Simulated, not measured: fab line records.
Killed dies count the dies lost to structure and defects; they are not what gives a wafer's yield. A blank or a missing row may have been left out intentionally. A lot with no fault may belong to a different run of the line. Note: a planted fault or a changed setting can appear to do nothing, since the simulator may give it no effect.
Struck lot and sound lot, side by side	flow rit-cmos	18 steps out of a route of 202
Sound: wafers L407.1, L407.3, L407.5. Wafers struck: L409.1, L409.2, L409.6. The cause is named last.
Order at every step that has rows: each side's tool, ch and its chambers, its first start. Under that, the readings that differ: sound wafers	struck wafers	difference of the means	sigmas: that difference in standard deviations of wafers without a fault.
alike: readings whose means differ by less than 2 such deviations, and words and numbers that are the same on both sides. not compared: withheld readings, readings that some wafer has no value for, bounds like >300 that may hide the same value, and numbers for which the record gives no deviation and whose values overlap.
Wherever a step has rows on one side only, a row that says differs or no value, or a row with sigmas, the two part there. When numbers do not overlap yet have no deviation, they are printed without sigmas and do not part them. A reading missing from all wafers of one side parts the sides only when that side holds two or more wafers.

first, 1 step without rows for these wafers: RIT_PWELL_DEVELOP_05 (develop time 68 s).
RIT_PWELL_OVL_MEAS_06:
  sound on overlay-01, day 4 17:57; struck on overlay-01, day 5 03:10
  alike: PWELL_OVL
then, 2 steps without rows for these wafers: RIT_PWELL_HARDBAKE_07 (time 120 s); RIT_PWELL_IMPLANT_08.
RIT_PWELL_STRIP_09: strips in O2, time 180 s.
  sound on plasma-asher-04 ch 0,1, day 4 18:23; struck on plasma-asher-02 ch 0,1, day 5 03:35
  alike: chamber-pressure-mTorr, drypump-motor-current-A
  not compared: rf-hours-counter-h
RIT_PWELL_TW_MEAS_10:
  sound on film-metro-04, day 4 18:34; struck on film-metro-04, day 5 03:46
  alike: PWELL_TW
then, 1 step without rows for these wafers: RIT_WELLDRIVE_ANNEAL_00 (time 14700 s).
RIT_WELLDRIVE_RS_MEAS_01: measures by four-point-probe.
  sound on film-metro-01, day 5 00:37; struck on film-metro-03, day 5 10:25
  alike: NWELL_RS
RIT_WELLDRIVE_RS_MEAS_02: measures by four-point-probe.
  sound on film-metro-01, day 5 00:44; struck on film-metro-03, day 5 10:32
  alike: PWELL_RS
then, 3 steps without rows for these wafers: RIT_NRETRO_HMDS_00 (prime time 60 s); RIT_NRETRO_COAT_01 (resist thk 1300 nm); RIT_NRETRO_SOFTBAKE_02 (time 60 s).
RIT_NRETRO_EXPOSE_03: exposes mask M4, target cd 43900 nm.
  sound on iline-stepper-02 ch 0, day 5 01:26; struck on iline-stepper-02 ch 0, day 5 11:07
reading	sound	struck	difference	sigmas
model.NRETRO.overlay-x-nm (nm)	1.063 1.063 1.063	3324 3324 3324	+3323	
  alike: mask
then, 2 steps without rows for these wafers: RIT_NRETRO_PEB_04; RIT_NRETRO_DEVELOP_05 (develop time 68 s).
RIT_NRETRO_OVL_MEAS_06:
  sound on overlay-01, day 5 01:52; struck on overlay-01, day 5 11:32
reading	sound	struck	difference	sigmas
NRETRO_OVL (nm)	0.0 -0.4 -2.4	3323.2 3322.0 3323.2	+3323.7	+99 or more
then, 1 step without rows for these wafers: RIT_NRETRO_HARDBAKE_07 (time 120 s).
RIT_M1_PROBE_99:
  sound on prober-01, day 6 10:02; struck on prober-01, day 6 17:34
reading	sound	struck	difference	sigmas
killed-at-front-end	3 6 14	264 264 264	+256	+95
killed-dies	3 6 14	264 264 264	+256	+95
killed-on-rim	1 1 2	70 70 70	+69	+57
model.etest.pmos_0p3.r-on-ohm-um	6443 6219 6202	5222 5172 5193	-1092	
model.etest.pmos-turned.r-on-ohm-um	3473 3369 3320	2856 2836 2827	-548	
model.etest.pmos_0p15.r-on-ohm-um	2804 2711 2633	2399 2381 2369	-333	
model.etest.nmos_0p3.r-on-ohm-um	2183 2132 2104	1883 1906 1898	-244	
model.etest.nmos-turned.drive-ua-um	333 341.4 341.5	444.4 446.7 449.3	+108.2	
model.etest.nmos_0p15.drive-ua-um	472.4 485.7 495	568.8 571.2 570.8	+85.9	
model.etest.nmos_0p15.r-on-ohm-um	1127 1109 1076	1029 1038 1028	-72	
model.etest.pmos_0p15.drive-ua-um	252.6 261.9 269.9	331.8 337.9 339.2	+74.8	
  alike: killed-at-contacts, killed-open, killed-short

## WHERE THEY PART
Last at RIT_M1_PROBE_99 as far as this record goes, first at RIT_NRETRO_OVL_MEAS_06.

WHY: what had been put in by the simulator
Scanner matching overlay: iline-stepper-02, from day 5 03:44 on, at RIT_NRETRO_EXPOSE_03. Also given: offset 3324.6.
